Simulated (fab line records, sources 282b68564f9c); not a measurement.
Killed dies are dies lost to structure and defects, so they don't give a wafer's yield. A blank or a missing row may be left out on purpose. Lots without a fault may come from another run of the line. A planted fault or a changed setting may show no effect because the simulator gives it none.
One fault seen from 2 desks | flow rit_cmos | each desk has only its own numbers; what lay behind them comes last

THE METROLOGY DESK
What the gauges read, lot by lot, whatever tool the lot ran on: means of the sampled wafers that have a number. A lot is out of limits, marked OUT, if its mean lies more than 4 standard deviations from the usual mean; the brackets give that distance.
Columns: A = M1_AL_RS at RIT_M1_RS_MEAS_01, usual 0.0735 ohm/sq; B = M1_AL_THK at RIT_M1_THK_MEAS_02, usual 399 nm
lot  | first seen here | A                 | B
L715 | day 3 22:22     | 0.0734            | 401
L716 | day 4 00:15     | 0.0741            | 393
L718 | day 4 18:47     | 0.0736            | 402
L719 | day 4 19:10     | 0.0740            | 395
L723 | day 5 14:40     | 0.0743            | 399
L722 | day 5 17:07     | 0.0723            | 405
L724 | day 5 18:54     | 0.0733            | 397
L725 | day 5 21:57     | 0.0738            | 397
L726 | day 6 04:04     | 0.0739            | 393
L727 | day 6 07:53     | 0.0733            | 399
L731 | day 7 05:38     | 0.0743            | 399
L733 | day 7 16:59     | 0.0682 (-8.1) OUT | 430 (+8.4) OUT
L736 | day 8 09:56     | 0.0731            | 398
This desk's finding: out of limits on L733; first on L733, day 7 16:59 (M1_AL_RS at RIT_M1_RS_MEAS_01). In limits: L715, L716, L718, L719, L723, L722, L724, L725, L726, L727, L731, L736.

THE TOOL OWNER'S DESK: pvd_sputter-02
The tool's own readings at RIT_M1_SPUTTER_00 (material Al, target thk 400 nm, time 500 s): means of the sampled wafers that have a number, for each lot that ran on this tool. A lot is out of limits, marked OUT, if its mean lies more than 4 standard deviations from the usual mean; the brackets give that distance.
Columns: A = throttle_valve_pct at RIT_M1_SPUTTER_00, usual 30.3 %
lot  | first seen here | A
L715 | day 3 22:05     | 30.8
L718 | day 4 18:30     | 30.8
L722 | day 5 16:47     | 29.8
L725 | day 5 21:38     | 30.8
L727 | day 6 07:34     | 30.5
L731 | day 7 05:20     | 30.8
L733 | day 7 16:41     | 29.9
This desk's finding: nothing out of limits on any of the 7 lots.

PUT TOGETHER
The metrology desk could have raised an alarm at day 7 16:59, on L733.
The tool owner's desk saw nothing out of limits.
The tool owner's desk has L733 on record, within its limits.
Of the lots named, all ran RIT_M1_SPUTTER_00 on pvd_sputter-02.

WHAT THE SIMULATOR HAD PUT IN
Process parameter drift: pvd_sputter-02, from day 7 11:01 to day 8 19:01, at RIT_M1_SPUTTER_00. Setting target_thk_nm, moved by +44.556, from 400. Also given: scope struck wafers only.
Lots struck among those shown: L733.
Hours from the fault's start to each desk's first reading out of limits: the metrology desk, 6.
